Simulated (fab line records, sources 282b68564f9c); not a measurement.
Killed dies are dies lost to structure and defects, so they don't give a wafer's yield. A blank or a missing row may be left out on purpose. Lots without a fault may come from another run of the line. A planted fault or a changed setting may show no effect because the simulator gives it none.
fab line records | flow rit_cmos
record lots=13 wafers=39 last_day=7
route steps=202 shown ACTIVE@16 PWELL@42 NSD@141 PSD@148 M1@202
lots that met no fault: from a run of the same line without faults
start_h: hours from the record's first day to the start of the lot's first wafer shown | wait_h: hours since the lot's step before | " the same as in the row above | L1.1+2: a row that stands for several wafers | - no value, or no start given | * or withheld: withheld | < > ~ a bound
route shown NAME@n: a module of which the file shows steps, and the number in the route of the first | usual: mean/standard deviation of fault-free wafers | same: alike in all rows | chamber/n: place in a boat | sites: the reading at each site | _std_site: their standard deviation | _edge_site: outer sites' mean less inner sites' | radius_mm: how far each site lies from the wafer's centre | mask NAME#n: copy n | behind: the tool/chamber that last shaped the wafer | hold: why the lot was held/for how many hours/how that ended | device: the transistor (n, p or np) that didn't switch | end of line: the same wafers' tests at the end of the route | a step without rows: its recipe alone | killed: dies lost to structure and defects at the first sort, not the wafer's yield | map: a wafer's dies, x killed, . not, _ none there
set.NAME: the setting as run; set.NAME@STEP: as run at that earlier step | model.NAME: the simulator's own value behind a step, which no gauge read
steps of the route over a sample of lots; a table a step, a row a wafer
services: from which hour (start_h, from the record's first day; less than 0 if before it) a tool's chamber was out of use, for how many hours, and why
## steps
# step RIT_ACTIVE_CD_MEAS_90
# recipe target_cd_nm=1400
# usual cd_nm=1399.9/2.1
# columns lot.wafer tool chamber start_h wait_h cd_nm
L437.2 cd_sem-02 - 15.99 0.1 1398.7
L437.5 " - " " 1397.2
L437.6 " - " " 1396.7
L438.1 cd_sem-01 - 21.12 0.1 1399.3
L438.2 " - " " 1399.0
L438.4 " - " " 1397.8
L439.1 cd_sem-02 - 28.41 0.2 1400.2
L439.2 " - " " 1401.7
L439.3 " - " " 1402.2
L440.2 cd_sem-01 - 32.68 0.1 1395.1
L440.3 " - " " 1398.2
L440.5 " - " " 1399.3
L441.1 cd_sem-01 - 35.68 0.1 1400.9
L441.2 " - " " 1401.3
L441.5 " - " " 1400.4
L444.3 cd_sem-01 - 50.06 0.1 1402.0
L444.5 " - " " 1402.3
L444.6 " - " " 1401.1
L448.1 cd_sem-01 - 72.24 0.1 1397.2
L448.2 " - " " 1395.8
L448.5 " - " " 1397.2
L451.1 cd_sem-01 - 86.18 0.1 1401.1
L451.2 " - " " 1397.3
L451.6 " - " " 1399.1
L455.3 cd_sem-02 - 108.33 0.1 1400.2
L455.4 " - " " 1399.1
L455.5 " - " " 1400.6
L456.1 cd_sem-01 - 113.02 0.1 1400.4
L456.3 " - " " 1402.4
L456.5 " - " " 1400.1
L457.2 cd_sem-01 - 117.73 0.1 1403.9
L457.3 " - " " 1401.2
L457.5 " - " " 1402.3
L458.3 cd_sem-01 - 122.18 0.1 1398.5
L458.4 " - " " 1399.4
L458.6 " - " " 1397.0
L460.1 cd_sem-02 - 133.16 0.1 1397.7
L460.2 " - " " 1396.7
L460.5 " - " " 1400.2
# step RIT_PWELL_EXPOSE_03
# recipe mask_id=M3 na=0.57 target_cd_nm=43700 dose_mj=250
# columns lot.wafer tool chamber start_h wait_h mask
L437.2+5+6 iline_stepper-01 0 25.55 0.2 M3#0
L438.1+2+4 iline_stepper-01 0 33.80 0.1 M3#0
L439.1+2+3 iline_stepper-02 0 35.63 0.2 M3#0
L440.2+3+5 iline_stepper-01 0 40.80 0.2 M3#0
L441.1+2+5 iline_stepper-01 0 47.17 0.1 M3#0
L444.3+5+6 iline_stepper-01 0 58.41 0.2 M3#0
L448.1+2+5 iline_stepper-01 0 80.73 0.2 M3_R1#0
L451.1+2+6 iline_stepper-02 0 97.55 0.1 M3#0
L455.3+4+5 iline_stepper-01 0 120.08 0.2 M3#0
L456.1+3+5 iline_stepper-01 0 123.75 0.1 M3#0
L457.2+3+5 iline_stepper-01 0 124.22 0.1 M3#0
L458.3+4+6 iline_stepper-01 0 129.28 0.1 M3#0
L460.1+2+5 iline_stepper-02 0 141.36 0.1 M3#0
# step RIT_NSD_TW_MEAS_10
# usual NSD_TW=3144/22
# columns lot.wafer tool chamber start_h wait_h NSD_TW
L437.2 film_metro-04 - 57.89 0.1 3101
L437.5 " - " " 3093
L437.6 " - " " 3096
L438.1 film_metro-03 - 63.01 0.1 3159
L438.2 " - " " 3160
L438.4 " - " " 3170
L439.1 film_metro-04 - 63.15 0.1 3113
L439.2 " - " " 3097
L439.3 " - " " 3112
L440.2 film_metro-03 - 71.17 0.1 3159
L440.3 " - " " 3171
L440.5 " - " " 3168
L441.1 film_metro-02 - 74.42 0.1 3147
L441.2 " - " " 3161
L441.5 " - " " 3156
L444.3 film_metro-03 - 85.23 0.1 3153
L444.5 " - " " 3142
L444.6 " - " " 3157
L448.1 film_metro-04 - 114.91 0.1 3118
L448.2 " - " " 3126
L448.5 " - " " 3126
L451.1 film_metro-03 - 130.96 0.1 3160
L451.2 " - " " 3182
L451.6 " - " " 3158
L455.3 film_metro-04 - 148.83 0.1 3104
L455.4 " - " " 3126
L455.5 " - " " 3126
L457.2 film_metro-04 - 153.49 0.1 3097
L457.3 " - " " 3117
L457.5 " - " " 3104
L456.1 film_metro-03 - 153.56 0.1 3174
L456.3 " - " " 3166
L456.5 " - " " 3150
L458.3 film_metro-03 - 160.94 0.1 3165
L458.4 " - " " 3165
L458.6 " - " " 3163
L460.1 film_metro-03 - 168.89 0.1 3171
L460.2 " - " " 3158
L460.5 " - " " 3154
# step RIT_PSD_OVL_MEAS_06
# usual PSD_OVL=0.6/1.2
# columns lot.wafer tool chamber start_h wait_h PSD_OVL[nm]
L437.2 overlay-01 - 58.92 - -1.6
L437.5 " - " " -0.4
L437.6 " - " " -0.6
L438.1 overlay-02 - 64.05 - -0.8
L438.2 " - " " -1.0
L438.4 " - " " 0.4
L439.1 overlay-01 - 64.36 - 2.8
L439.2 " - " " 1.0
L439.3 " - " " 1.0
L440.2 overlay-01 - 72.08 - 1.9
L440.3 " - " " -0.3
L440.5 " - " " 0.8
L441.1 overlay-01 - 75.47 - 1.9
L441.2 " - " " -0.6
L441.5 " - " " 2.3
L444.3 overlay-02 - 86.26 - 1.6
L444.5 " - " " 1.6
L444.6 " - " " 0.5
L448.1 overlay-01 - 115.95 - -0.4
L448.2 " - " " -0.5
L448.5 " - " " -0.9
L451.1 overlay-01 - 131.87 - -0.6
L451.2 " - " " -0.7
L451.6 " - " " 0.6
L455.3 overlay-01 - 150.01 - -1.7
L455.4 " - " " -1.5
L455.5 " - " " 0.7
L457.2 overlay-01 - 154.53 - 1.0
L457.3 " - " " 1.4
L457.5 " - " " 0.2
L456.1 overlay-02 - 154.64 - 1.0
L456.3 " - " " 1.1
L456.5 " - " " 2.0
L458.3 overlay-01 - 161.97 - 2.4
L458.4 " - " " 0.5
L458.6 " - " " 1.4
L460.1 overlay-02 - 169.80 - 0.9
L460.2 " - " " 1.1
L460.5 " - " " 1.0
# step RIT_M1_PROBE_99
# usual killed_at_contacts=0.1/0.25 killed_at_front_end=7/3.2 killed_dies=7/3.2 killed_open=3.5/2.2 killed_short=3.6/2.1
# same gross_dies=264 killed_at_M0_to_M3=0 killed_at_M4_up=0 killed_at_back_side=0 killed_at_other=0
# columns lot.wafer tool chamber start_h wait_h killed_at_contacts killed_at_front_end killed_dies killed_open killed_short
L437.2 prober-02 - 67.38 0.1 0 6 6 6 0
L437.5 prober-02 - 67.53 0.2 0 10 10 1 9
L437.6 prober-02 - 67.58 0.2 0 6 6 3 3
L438.1 prober-01 - 72.81 0.1 0 2 2 2 0
L438.2 prober-01 - 72.86 0.1 0 2 2 1 1
L438.4 prober-01 - 72.96 0.2 0 10 10 5 5
L439.1 prober-02 - 74.31 0.1 0 1 1 0 1
L439.2 prober-02 - 74.36 0.1 0 10 10 4 6
L439.3 prober-02 - 74.41 0.2 0 6 6 1 5
L440.2 prober-01 - 80.51 0.1 0 9 9 4 5
L440.3 prober-01 - 80.56 0.2 0 5 5 4 1
L440.5 prober-01 - 80.66 0.2 0 8 8 7 1
L441.1 prober-02 - 83.98 0.1 0 7 7 4 3
L441.2 prober-02 - 84.03 0.1 0 6 6 3 3
L441.5 prober-02 - 84.18 0.2 0 9 9 6 3
L444.3 prober-01 - 94.97 0.2 0 5 5 2 3
L444.5 prober-01 - 95.07 0.2 0 6 6 1 5
L444.6 prober-01 - 95.12 0.2 0 3 3 2 1
L448.1 prober-01 - 124.37 0.1 0 5 5 2 3
L448.2 prober-01 - 124.42 0.1 0 9 9 7 2
L448.5 prober-01 - 124.57 0.2 0 8 8 4 4
L451.1 prober-02 - 141.76 0.1 0 10 10 7 3
L451.2 prober-02 - 141.81 0.1 1 5 6 4 2
L451.6 prober-02 - 142.01 0.2 0 7 7 5 2
L455.3 prober-02 - 160.01 0.2 0 3 3 2 1
L455.4 prober-02 - 160.06 0.2 0 9 9 5 4
L455.5 prober-02 - 160.11 0.2 0 10 10 4 6
L457.2 prober-01 - 163.32 0.1 0 14 14 7 7
L457.3 prober-01 - 163.37 0.2 0 10 10 3 7
L457.5 prober-01 - 163.47 0.2 0 8 8 6 2
L456.1 prober-02 - 164.77 0.1 0 6 6 3 3
L456.3 prober-02 - 164.87 0.2 0 5 5 2 3
L456.5 prober-02 - 164.97 0.2 0 3 3 0 3
L458.3 prober-01 - 170.52 0.2 0 14 14 7 5
L458.4 prober-01 - 170.57 0.2 0 6 6 4 2
L458.6 prober-01 - 170.67 0.2 0 7 7 3 4
L460.1 prober-01 - 178.36 0.1 0 8 8 0 8
L460.2 prober-01 - 178.41 0.1 0 7 7 7 0
L460.5 prober-01 - 178.56 0.2 0 8 8 2 6
# killed by level:class
L437.2 FOX1:geometric_particle:open=3 GATE:geometric_particle:open=2 FOX2:geometric_particle:open=1
L437.5 GATE:geometric_particle:short=6 SPACER:geometric_particle:short=2 REOX:geometric_particle:short=1 REOX:geometric_particle:open=1
L437.6 GATE:geometric_particle:open=2 GATE:geometric_particle:short=2 SPACER:geometric_particle:open=1 SPACER:geometric_particle:short=1
L438.1 FOX2:geometric_particle:open=1 SILICIDE:geometric_particle:open=1
L438.2 FOX1:geometric_particle:open=1 GATE:geometric_particle:short=1
L438.4 GATE:geometric_particle:short=3 SILICIDE:geometric_particle:open=3 FOX1:geometric_particle:short=1 FOX2:geometric_particle:open=1 GATE:geometric_particle:open=1 SILICIDE:geometric_particle:short=1
L439.1 GATE:geometric_particle:short=1
L439.2 GATE:geometric_particle:short=5 SPACER:geometric_particle:open=2 FOX2:geometric_particle:open=1 GATE:geometric_particle:open=1 REOX:geometric_particle:short=1
L439.3 SPACER:geometric_particle:short=3 GATE:geometric_particle:short=1 REOX:geometric_particle:short=1 SPACER:geometric_particle:open=1
L440.2 FOX1:geometric_particle:short=2 GATE:geometric_particle:short=2 FOX1:geometric_particle:open=1 FOX2:geometric_particle:open=1 GATE:geometric_particle:open=1 SPACER:geometric_particle:short=1 SILICIDE:geometric_particle:open=1
L440.3 GATE:geometric_particle:open=3 FOX1:geometric_particle:short=1 REOX:geometric_particle:open=1
L440.5 FOX1:geometric_particle:open=4 FOX1:geometric_particle:short=1 FOX2:geometric_particle:open=1 GATE:geometric_particle:open=1 SILICIDE:geometric_particle:open=1
L441.1 FOX1:geometric_particle:short=2 FOX1:geometric_particle:open=2 GATE:geometric_particle:open=2 GATE:geometric_particle:short=1
L441.2 FOX1:geometric_particle:short=2 GATE:geometric_particle:open=1 GATE:geometric_particle:short=1 REOX:geometric_particle:open=1 SPACER:geometric_particle:open=1
L441.5 GATE:geometric_particle:open=5 GATE:geometric_particle:short=2 FOX1:geometric_particle:short=1 FOX1:geometric_particle:open=1
L444.3 REOX:geometric_particle:open=2 ACTIVE:geometric_particle:short=1 SPACER:geometric_particle:short=1 SILICIDE:geometric_particle:short=1
L444.5 SILICIDE:geometric_particle:short=2 FOX1:geometric_particle:short=1 FOX2:geometric_particle:short=1 REOX:geometric_particle:open=1 REOX:geometric_particle:short=1
L444.6 REOX:geometric_particle:open=1 SPACER:geometric_particle:open=1 SILICIDE:geometric_particle:short=1
L448.1 SPACER:geometric_particle:short=2 FOX1:geometric_particle:short=1 GATE:geometric_particle:open=1 SPACER:geometric_particle:open=1
L448.2 SPACER:geometric_particle:open=3 GATE:geometric_particle:short=2 FOX1:geometric_particle:open=1 GATE:geometric_particle:open=1 REOX:geometric_particle:open=1 SILICIDE:geometric_particle:open=1
L448.5 GATE:geometric_particle:open=3 FOX1:geometric_particle:short=2 FOX2:geometric_particle:open=1 GATE:geometric_particle:short=1 SPACER:geometric_particle:short=1
L451.1 SILICIDE:geometric_particle:open=3 FOX2:geometric_particle:open=2 GATE:geometric_particle:open=2 FOX1:geometric_particle:short=1 FOX2:geometric_particle:short=1 GATE:geometric_particle:short=1
L451.2 GATE:geometric_particle:short=1 GATE:geometric_particle:open=1 REOX:geometric_particle:open=1 SPACER:geometric_particle:open=1 SILICIDE:geometric_particle:short=1 CONTACT:geometric_particle:open=1
L451.6 SILICIDE:geometric_particle:open=2 FOX1:geometric_particle:open=1 FOX1:geometric_particle:short=1 FOX2:geometric_particle:open=1 GATE:geometric_particle:short=1 SPACER:geometric_particle:open=1
L455.3 FOX1:geometric_particle:open=1 GATE:geometric_particle:open=1 GATE:geometric_particle:short=1
L455.4 GATE:geometric_particle:open=2 GATE:geometric_particle:short=2 FOX1:geometric_particle:short=1 FOX1:geometric_particle:open=1 FOX2:geometric_particle:short=1 REOX:geometric_particle:open=1 SPACER:geometric_particle:open=1
L455.5 GATE:geometric_particle:short=4 GATE:geometric_particle:open=2 FOX1:geometric_particle:short=1 FOX1:geometric_particle:open=1 REOX:geometric_particle:open=1 SPACER:geometric_particle:short=1
L457.2 GATE:geometric_particle:open=5 GATE:geometric_particle:short=4 SILICIDE:geometric_particle:short=2 FOX1:geometric_particle:open=1 REOX:geometric_particle:open=1 REOX:geometric_particle:short=1
L457.3 GATE:geometric_particle:short=4 GATE:geometric_particle:open=2 FOX1:geometric_particle:short=1 FOX2:geometric_particle:short=1 SPACER:geometric_particle:short=1 SILICIDE:geometric_particle:open=1
L457.5 GATE:geometric_particle:open=3 SPACER:geometric_particle:open=1 REOX:geometric_particle:short=1 REOX:geometric_particle:open=1 SPACER:geometric_particle:short=1 SILICIDE:geometric_particle:open=1
L456.1 FOX1:geometric_particle:open=2 GATE:geometric_particle:short=2 GATE:geometric_particle:open=1 SILICIDE:geometric_particle:short=1
L456.3 GATE:geometric_particle:short=2 FOX1:geometric_particle:open=1 SILICIDE:geometric_particle:open=1 SILICIDE:geometric_particle:short=1
L456.5 FOX1:geometric_particle:short=2 REOX:geometric_particle:short=1
L458.3 GATE:geometric_particle:open=4 GATE:geometric_particle:short=3 SPACER:geometric_particle:open=2 PWELL:coat_microbubble_printed=2 FOX1:geometric_particle:short=1 SILICIDE:geometric_particle:open=1 SILICIDE:geometric_particle:short=1
L458.4 GATE:geometric_particle:open=2 FOX1:geometric_particle:short=1 FOX1:geometric_particle:open=1 GATE:geometric_particle:short=1 SPACER:geometric_particle:open=1
L458.6 GATE:geometric_particle:short=2 FOX1:geometric_particle:short=1 FOX1:geometric_particle:open=1 FOX2:geometric_particle:short=1 GATE:geometric_particle:open=1 SILICIDE:geometric_particle:open=1
L460.1 GATE:geometric_particle:short=3 REOX:geometric_particle:short=2 FOX1:geometric_particle:short=1 SPACER:geometric_particle:short=1 SILICIDE:geometric_particle:short=1
L460.2 FOX1:geometric_particle:open=3 REOX:geometric_particle:open=3 GATE:geometric_particle:open=1
L460.5 FOX2:geometric_particle:short=2 ACTIVE:geometric_particle:short=1 FOX1:geometric_particle:open=1 FOX1:geometric_particle:short=1 REOX:geometric_particle:open=1 GATE:geometric_particle:short=1 REOX:geometric_particle:short=1
## services
# columns tool chamber start_h hours kind
iline_stepper-01 - 10.44 1.7 pm
iline_stepper-01 - 51.70 3.5 repair
iline_stepper-01 - 77.96 0.8 repair
iline_stepper-02 - 99.40 1.7 pm
## key
first_sign step=RIT_PWELL_EXPOSE_03 reading=mask direction=changed
effect none on later readings
met_at RIT_PWELL_EXPOSE_03
struck_lots L448
tester_left_out L448
not_acting_at RIT_ACTIVE_CD_MEAS_90,RIT_NSD_TW_MEAS_10,RIT_PSD_OVL_MEAS_06
onset_between 58.41 80.73
fault kind=wrong_mask tool=any chamber=- onset_h=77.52 steps=RIT_PWELL_EXPOSE_03 aux_copy=M3_R1#0 cd_offset_nm=150 scope=struck_lots_only
# tester_left_out: of these lots the tester's yield and bins aren't shown, on N5 and GAA mostly nor the transistor test; their killed dies are dies lost to structure and defects alone, not to doping, threshold or leakage, so they don't give the yield
